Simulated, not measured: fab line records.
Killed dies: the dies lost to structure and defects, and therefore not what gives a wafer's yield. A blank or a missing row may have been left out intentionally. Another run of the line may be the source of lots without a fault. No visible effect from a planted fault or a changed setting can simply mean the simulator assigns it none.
fab line records ; flow ritCmos
record lots=13; wafers=39; lastDay=7
route steps=202 shown PSD@145
lots that met no fault: from a run of the same line without faults
startH: start of the lot's first displayed wafer, in hours after the record's first day ; waitH: hours since the lot's step before ; " unchanged from the row above ; L1.1+2: one row covering several wafers at once ; - no value, or no start given ; * or withheld: withheld ; < > ~ a bound
route shown NAME@n: a module of which the file shows steps, and the number in the route of the first ; usual: the fault-free wafers' mean and standard deviation ; same: alike in all rows ; chamber/n: place in a boat ; sites: readings site by site ; _std_site: standard deviation of those values ; _edge_site: outer sites' mean less inner sites' ; radiusMm: for every site, how far away it sits from the centre of the wafer ; mask NAME#n: copy n ; behind: the most recent tool/chamber to have shaped the wafer ; hold: why the lot went on hold/how many hours it stayed there/how the hold came to an end ; device: names the non-switching transistor (n, p or np) ; end of line: at the end of the route, the tests of the same wafers ; step lacking rows: just its recipe ; killed: not the wafer's yield, but the dies lost to structure and defects at the first sort ; map: dies across one wafer; x = killed, . = not, _ = none there
set.NAME: the setting that was run; set.NAME@STEP: the one run at that earlier step ; model.NAME: the simulator's own value behind a step, which no gauge read
route steps across a sampled set of lots; one table per step, one row per wafer
services: from which hour (startH, from the record's first day; less than 0 if before it) a tool's chamber was out of use, for how many hours, and why
## steps
# step RIT_PSD_EXPOSE_03
# recipe maskId=M10; na=0.57; targetCdNm=40900; doseMj=250
# usual focusOffsetNm=0.0/0.62
lot.wafer;tool;chamber;startH;waitH;mask;focusOffsetNm
L965.2;ilineStepper-01;0;54.29;0.1;M10#0;-0.1
L965.3;ilineStepper-01;0;54.29;0.1;M10#0;0.0
L965.6;ilineStepper-01;0;54.29;0.1;M10#0;0.6
L966.3;ilineStepper-02;0;60.12;0.2;M10#0;0.0
L966.4;ilineStepper-02;0;60.12;0.2;M10#0;-0.2
L966.5;ilineStepper-02;0;60.12;0.2;M10#0;-0.1
L968.2;ilineStepper-02;0;72.31;0.1;M10#0;0.7
L968.3;ilineStepper-02;0;72.31;0.1;M10#0;0.9
L968.4;ilineStepper-02;0;72.31;0.1;M10#0;1.0
L970.3;ilineStepper-01;0;79.26;0.1;M10#0;-0.7
L970.4;ilineStepper-01;0;79.26;0.1;M10#0;-0.6
L970.6;ilineStepper-01;0;79.26;0.1;M10#0;-0.8
L972.1;ilineStepper-01;0;84.99;0.1;M9#0;-0.1
L972.4;ilineStepper-01;0;84.99;0.1;M9#0;-0.8
L972.6;ilineStepper-01;0;84.99;0.1;M9#0;0.3
L975.3;ilineStepper-01;0;99.05;0.1;M10#0;-1.0
L975.5;ilineStepper-01;0;99.05;0.1;M10#0;-0.7
L975.6;ilineStepper-01;0;99.05;0.1;M10#0;-1.8
L982.4;ilineStepper-01;0;134.09;0.2;M10#0;0.5
L982.5;ilineStepper-01;0;134.09;0.2;M10#0;0.2
L982.6;ilineStepper-01;0;134.09;0.2;M10#0;0.5
L983.1;ilineStepper-01;0;139.36;0.1;M10#0;-0.1
L983.3;ilineStepper-01;0;139.36;0.1;M10#0;-0.1
L983.6;ilineStepper-01;0;139.36;0.1;M10#0;0.3
L984.4;ilineStepper-01;0;142.86;0.1;M10#0;-0.1
L984.5;ilineStepper-01;0;142.86;0.1;M10#0;0.6
L984.6;ilineStepper-01;0;142.86;0.1;M10#0;-0.6
L985.1;ilineStepper-01;0;148.62;0.1;M10#0;0.8
L985.3;ilineStepper-01;0;148.62;0.1;M10#0;-0.4
L985.6;ilineStepper-01;0;148.62;0.1;M10#0;0.8
L986.1;ilineStepper-02;0;152.21;0.2;M10#0;-0.3
L986.3;ilineStepper-02;0;152.21;0.2;M10#0;-0.4
L986.6;ilineStepper-02;0;152.21;0.2;M10#0;-0.7
L987.2;ilineStepper-01;0;157.96;0.2;M10#0;-0.2
L987.5;ilineStepper-01;0;157.96;0.2;M10#0;-0.1
L987.6;ilineStepper-01;0;157.96;0.2;M10#0;-0.1
L988.1;ilineStepper-01;0;162.81;0.1;M10#0;0.4
L988.5;ilineStepper-01;0;162.81;0.1;M10#0;-0.2
L988.6;ilineStepper-01;0;162.81;0.1;M10#0;-0.4
# step RIT_PSD_OVL_MEAS_06
# usual PSD_OVL=0.4/1.5
lot.wafer;tool;chamber;startH;waitH;PSD_OVL[nm]
L965.2;overlay-01;-;54.67;-;0.3
L965.3;overlay-01;-;54.67;-;0.8
L965.6;overlay-01;-;54.67;-;1.0
L966.3;overlay-01;-;60.56;-;1.7
L966.4;overlay-01;-;60.56;-;-0.6
L966.5;overlay-01;-;60.56;-;1.6
L968.2;overlay-01;-;72.69;-;-1.1
L968.3;overlay-01;-;72.69;-;1.9
L968.4;overlay-01;-;72.69;-;0.9
L970.3;overlay-02;-;79.63;-;-0.9
L970.4;overlay-02;-;79.63;-;-2.5
L970.6;overlay-02;-;79.63;-;-0.7
L972.1;overlay-02;-;85.39;-;-
L972.4;overlay-02;-;85.39;-;-
L972.6;overlay-02;-;85.39;-;-
L975.3;overlay-02;-;99.43;-;-0.1
L975.5;overlay-02;-;99.43;-;-0.2
L975.6;overlay-02;-;99.43;-;-1.7
L982.4;overlay-01;-;134.45;-;4.4
L982.5;overlay-01;-;134.45;-;2.2
L982.6;overlay-01;-;134.45;-;2.7
L983.1;overlay-01;-;139.76;-;2.7
L983.3;overlay-01;-;139.76;-;3.5
L983.6;overlay-01;-;139.76;-;2.4
L984.4;overlay-01;-;143.22;-;0.6
L984.5;overlay-01;-;143.22;-;-1.0
L984.6;overlay-01;-;143.22;-;-0.3
L985.1;overlay-01;-;149.02;-;-1.1
L985.3;overlay-01;-;149.02;-;-0.2
L985.6;overlay-01;-;149.02;-;1.3
L986.1;overlay-02;-;152.61;-;-0.2
L986.3;overlay-02;-;152.61;-;-0.1
L986.6;overlay-02;-;152.61;-;-1.4
L987.2;overlay-01;-;158.34;-;0.8
L987.5;overlay-01;-;158.34;-;0.4
L987.6;overlay-01;-;158.34;-;-0.1
L988.1;overlay-01;-;163.21;-;3.7
L988.5;overlay-01;-;163.21;-;0.5
L988.6;overlay-01;-;163.21;-;2.2
# step RIT_PSD_TW_MEAS_10
# usual PSD_TW=3443/42
lot.wafer;tool;chamber;startH;waitH;PSD_TW
L965.2;filmMetro-02;-;55.19;0.1;3483
L965.3;filmMetro-02;-;55.19;0.1;3515
L965.6;filmMetro-02;-;55.19;0.1;3498
L966.3;filmMetro-03;-;61.08;0.1;3414
L966.4;filmMetro-03;-;61.08;0.1;3411
L966.5;filmMetro-03;-;61.08;0.1;3410
L968.2;filmMetro-03;-;73.21;0.1;3407
L968.3;filmMetro-03;-;73.21;0.1;3419
L968.4;filmMetro-03;-;73.21;0.1;3420
L970.3;filmMetro-03;-;80.15;0.1;3406
L970.4;filmMetro-03;-;80.15;0.1;3388
L970.6;filmMetro-03;-;80.15;0.1;3409
L972.1;filmMetro-03;-;86.01;0.1;30
L972.4;filmMetro-03;-;86.01;0.1;30
L972.6;filmMetro-03;-;86.01;0.1;30
L975.3;filmMetro-01;-;99.94;0.1;3435
L975.5;filmMetro-01;-;99.94;0.1;3430
L975.6;filmMetro-01;-;99.94;0.1;3429
L982.4;filmMetro-01;-;134.97;0.1;3443
L982.5;filmMetro-01;-;134.97;0.1;3459
L982.6;filmMetro-01;-;134.97;0.1;3443
L983.1;filmMetro-01;-;140.27;0.1;3436
L983.3;filmMetro-01;-;140.27;0.1;3452
L983.6;filmMetro-01;-;140.27;0.1;3429
L984.4;filmMetro-01;-;143.74;0.1;3435
L984.5;filmMetro-01;-;143.74;0.1;3435
L984.6;filmMetro-01;-;143.74;0.1;3418
L985.1;filmMetro-03;-;149.53;0.1;3385
L985.3;filmMetro-03;-;149.53;0.1;3390
L985.6;filmMetro-03;-;149.53;0.1;3397
L986.1;filmMetro-02;-;153.12;0.1;3509
L986.3;filmMetro-02;-;153.12;0.1;3514
L986.6;filmMetro-02;-;153.12;0.1;3491
L987.2;filmMetro-03;-;158.86;0.1;3394
L987.5;filmMetro-03;-;158.86;0.1;3397
L987.6;filmMetro-03;-;158.86;0.1;3420
L988.1;filmMetro-02;-;163.72;0.1;3502
L988.5;filmMetro-02;-;163.72;0.1;3501
L988.6;filmMetro-02;-;163.72;0.1;3492
## services
tool;chamber;startH;hours;kind
ilineStepper-02;0;48.47;-;calibration
ilineStepper-02;-;63.82;2.4;repair
ilineStepper-01;-;69.80;1.7;pm
ilineStepper-02;-;106.40;6.0;repair
ilineStepper-01;0;122.01;-;calibration
## key
firstSign step=RIT_PSD_EXPOSE_03; reading=mask; direction=changed
effect step=RIT_PSD_OVL_MEAS_06; reading=PSD_OVL; direction=missing
effect step=RIT_PSD_TW_MEAS_10; reading=PSD_TW; direction=down; sigmas=80; usual=3443; struck=30
metAt RIT_PSD_EXPOSE_03
struckLots L972
sortLeftOut L972.1,L972.4,L972.6
testerLeftOut L972
onsetBetween 79.26 84.99
fault kind=wrongMask; tool=any; chamber=-; onsetH=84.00; steps=RIT_PSD_EXPOSE_03; auxCopy=M9#0; scope=struckLotsOnly
# testerLeftOut: of these lots the tester's yield and bins aren't shown, on N5 and GAA mostly nor the transistor test; their killed dies are dies lost to structure and defects alone, not to doping, threshold or leakage, so they don't give the yield
# sortLeftOut: the simulated sort isn't trusted on such a fault, so these wafers' sort isn't shown, and their yield isn't known
